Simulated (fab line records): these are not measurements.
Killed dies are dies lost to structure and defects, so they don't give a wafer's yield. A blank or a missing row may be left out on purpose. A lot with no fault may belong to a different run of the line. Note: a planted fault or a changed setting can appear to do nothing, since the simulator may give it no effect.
Tool commonality check :: flow berkeleyCmos170 :: 14 lots and 42 wafers in the sample

== WHAT PROMPTED THE OPENING ==
Of 14 lots, 2 have the reading PSD_TW flagged at UCB170_PSD_TW_MEAS_10. Fault-free wafers read 2327, with a standard deviation of 20.
Rule: a lot gets a flag if all its wafers with a number sit over 4 standard deviations from that mean, or if no wafer of it has a number. The rest of the lots are taken to be sound.

lot: L857
measured: day 7 21:07
on: filmMetro-02
PSD_TW, wafer by wafer: 2321 2306 2315
flag: 

lot: L859
measured: day 8 13:09
on: filmMetro-03
PSD_TW, wafer by wafer: 2338 2345 2333
flag: 

lot: L862
measured: day 9 08:28
on: filmMetro-01
PSD_TW, wafer by wafer: 2346 2351 2364
flag: 

lot: L863
measured: day 9 08:44
on: filmMetro-03
PSD_TW, wafer by wafer: 2321 2332 2334
flag: 

lot: L861
measured: day 9 09:01
on: filmMetro-02
PSD_TW, wafer by wafer: 2320 2306 2307
flag: 

lot: L865
measured: day 9 09:13
on: filmMetro-02
PSD_TW, wafer by wafer: 2290 2292 2297
flag: 

lot: L860
measured: day 9 09:28
on: filmMetro-02
PSD_TW, wafer by wafer: 2303 2308 2303
flag: 

lot: L867
measured: day 9 14:20
on: filmMetro-02
PSD_TW, wafer by wafer: 2308 2304 2304
flag: 

lot: L870
measured: day 10 16:36
on: filmMetro-01
PSD_TW, wafer by wafer: 2341 2342 2334
flag: 

lot: L871
measured: day 10 16:44
on: filmMetro-03
PSD_TW, wafer by wafer: 2332 2323 2340
flag: 

lot: L872
measured: day 10 16:54
on: filmMetro-01
PSD_TW, wafer by wafer: 2343 2346 2342
flag: 

lot: L874
measured: day 11 11:55
on: filmMetro-01
PSD_TW, wafer by wafer: 2479 2466 2479
flag: FLAGGED

lot: L876
measured: day 11 12:09
on: filmMetro-02
PSD_TW, wafer by wafer: 2305 2304 2295
flag: 

lot: L877
measured: day 12 01:34
on: filmMetro-01
PSD_TW, wafer by wafer: 2479 2499 2481
flag: FLAGGED
The mean of the flagged lots' numbers is 2480, +154 from the usual (+8 standard deviations).

== LOT BY LOT: THE TOOL USED ==
2 process steps preceding the reading are held in the record, out of 331 steps in the route. Each cell gives the tool, then ch followed by the chambers the sampled wafers passed through, then the start.
lot: L857
flag: 
UCB170_PSD_IMPLANT_08: implanter-02 ch 0, day 7 20:54
UCB170_PSD_STRIP_09: plasmaAsher-03 ch 0,1, day 7 21:02

lot: L859
flag: 
UCB170_PSD_IMPLANT_08: implanter-03 ch 0, day 8 12:56
UCB170_PSD_STRIP_09: plasmaAsher-03 ch 0,1, day 8 13:04

lot: L862
flag: 
UCB170_PSD_IMPLANT_08: implanter-03 ch 0, day 9 08:14
UCB170_PSD_STRIP_09: plasmaAsher-03 ch 0,1, day 9 08:22

lot: L863
flag: 
UCB170_PSD_IMPLANT_08: implanter-01 ch 0, day 9 08:29
UCB170_PSD_STRIP_09: plasmaAsher-02 ch 0,1, day 9 08:38

lot: L861
flag: 
UCB170_PSD_IMPLANT_08: implanter-01 ch 0, day 9 08:47
UCB170_PSD_STRIP_09: plasmaAsher-03 ch 0,1, day 9 08:55

lot: L865
flag: 
UCB170_PSD_IMPLANT_08: implanter-03 ch 0, day 9 09:00
UCB170_PSD_STRIP_09: plasmaAsher-02 ch 0,1, day 9 09:08

lot: L860
flag: 
UCB170_PSD_IMPLANT_08: implanter-01 ch 0, day 9 09:13
UCB170_PSD_STRIP_09: plasmaAsher-02 ch 0,1, day 9 09:22

lot: L867
flag: 
UCB170_PSD_IMPLANT_08: implanter-03 ch 0, day 9 14:05
UCB170_PSD_STRIP_09: plasmaAsher-04 ch 0,1, day 9 14:14

lot: L870
flag: 
UCB170_PSD_IMPLANT_08: implanter-01 ch 0, day 10 16:21
UCB170_PSD_STRIP_09: plasmaAsher-03 ch 0,1, day 10 16:30

lot: L871
flag: 
UCB170_PSD_IMPLANT_08: implanter-03 ch 0, day 10 16:29
UCB170_PSD_STRIP_09: plasmaAsher-02 ch 0,1, day 10 16:38

lot: L872
flag: 
UCB170_PSD_IMPLANT_08: implanter-02 ch 0, day 10 16:41
UCB170_PSD_STRIP_09: plasmaAsher-04 ch 0,1, day 10 16:49

lot: L874
flag: FLAGGED
UCB170_PSD_IMPLANT_08: implanter-01 ch 0, day 11 11:40
UCB170_PSD_STRIP_09: plasmaAsher-04 ch 0,1, day 11 11:49

lot: L876
flag: 
UCB170_PSD_IMPLANT_08: implanter-03 ch 0, day 11 11:54
UCB170_PSD_STRIP_09: plasmaAsher-02 ch 0,1, day 11 12:03

lot: L877
flag: FLAGGED
UCB170_PSD_IMPLANT_08: implanter-01 ch 0, day 12 01:19
UCB170_PSD_STRIP_09: plasmaAsher-02 ch 0,1, day 12 01:28
What the steps here do:
- UCB170_PSD_IMPLANT_08
- UCB170_PSD_STRIP_09: strips in O2.
- UCB170_PSD_TW_MEAS_10

== FLAGGED AGAINST TOTAL, ONE TOOL AT A TIME (gauges that did the reading follow at the end) ==
step: UCB170_PSD_IMPLANT_08
tool: implanter-01
lots run: 6
flagged: 2
share of the flagged lots: all
sound lots run after its first flagged lot: 0

step: UCB170_PSD_IMPLANT_08
tool: implanter-02
lots run: 2
flagged: 0
share of the flagged lots: none
sound lots run after its first flagged lot: -

step: UCB170_PSD_IMPLANT_08
tool: implanter-03
lots run: 6
flagged: 0
share of the flagged lots: none
sound lots run after its first flagged lot: -

step: UCB170_PSD_STRIP_09
tool: plasmaAsher-02
lots run: 6
flagged: 1
share of the flagged lots: some
sound lots run after its first flagged lot: 0

step: UCB170_PSD_STRIP_09
tool: plasmaAsher-03
lots run: 5
flagged: 0
share of the flagged lots: none
sound lots run after its first flagged lot: -

step: UCB170_PSD_STRIP_09
tool: plasmaAsher-04
lots run: 3
flagged: 1
share of the flagged lots: some
sound lots run after its first flagged lot: 0

step: UCB170_PSD_TW_MEAS_10
tool: filmMetro-01
lots run: 5
flagged: 2
share of the flagged lots: all
sound lots run after its first flagged lot: 0

step: UCB170_PSD_TW_MEAS_10
tool: filmMetro-02
lots run: 6
flagged: 0
share of the flagged lots: none
sound lots run after its first flagged lot: -

step: UCB170_PSD_TW_MEAS_10
tool: filmMetro-03
lots run: 3
flagged: 0
share of the flagged lots: none
sound lots run after its first flagged lot: -

== WHAT THE TABLE PERMITS ==
In 2 table rows, all flagged lots were run: implanter-01 (UCB170_PSD_IMPLANT_08), filmMetro-01 (UCB170_PSD_TW_MEAS_10).
- implanter-01 at UCB170_PSD_IMPLANT_08 ran 6 lots, 2 of them flagged. It ran its last sound lot, L870, at day 10 16:21 and its first flagged lot, L874, at day 11 11:40: a fault with its onset between the two fits. Its own readings lie more than 4 standard deviations out on every wafer of the flagged lots: doseIonsCm2, faradayCurrentUA.
- filmMetro-01 at UCB170_PSD_TW_MEAS_10 ran 5 lots, 2 of them flagged. It ran its last sound lot, L872, at day 10 16:54 and its first flagged lot, L874, at day 11 11:55: a fault with its onset between the two fits.
Because each of these 2 tools fits a fault that began at some hour, counting lots does not separate them. More lots, or a look at what each step does to the wafer, might.

== WHAT THE SIMULATOR HAD INSERTED ==
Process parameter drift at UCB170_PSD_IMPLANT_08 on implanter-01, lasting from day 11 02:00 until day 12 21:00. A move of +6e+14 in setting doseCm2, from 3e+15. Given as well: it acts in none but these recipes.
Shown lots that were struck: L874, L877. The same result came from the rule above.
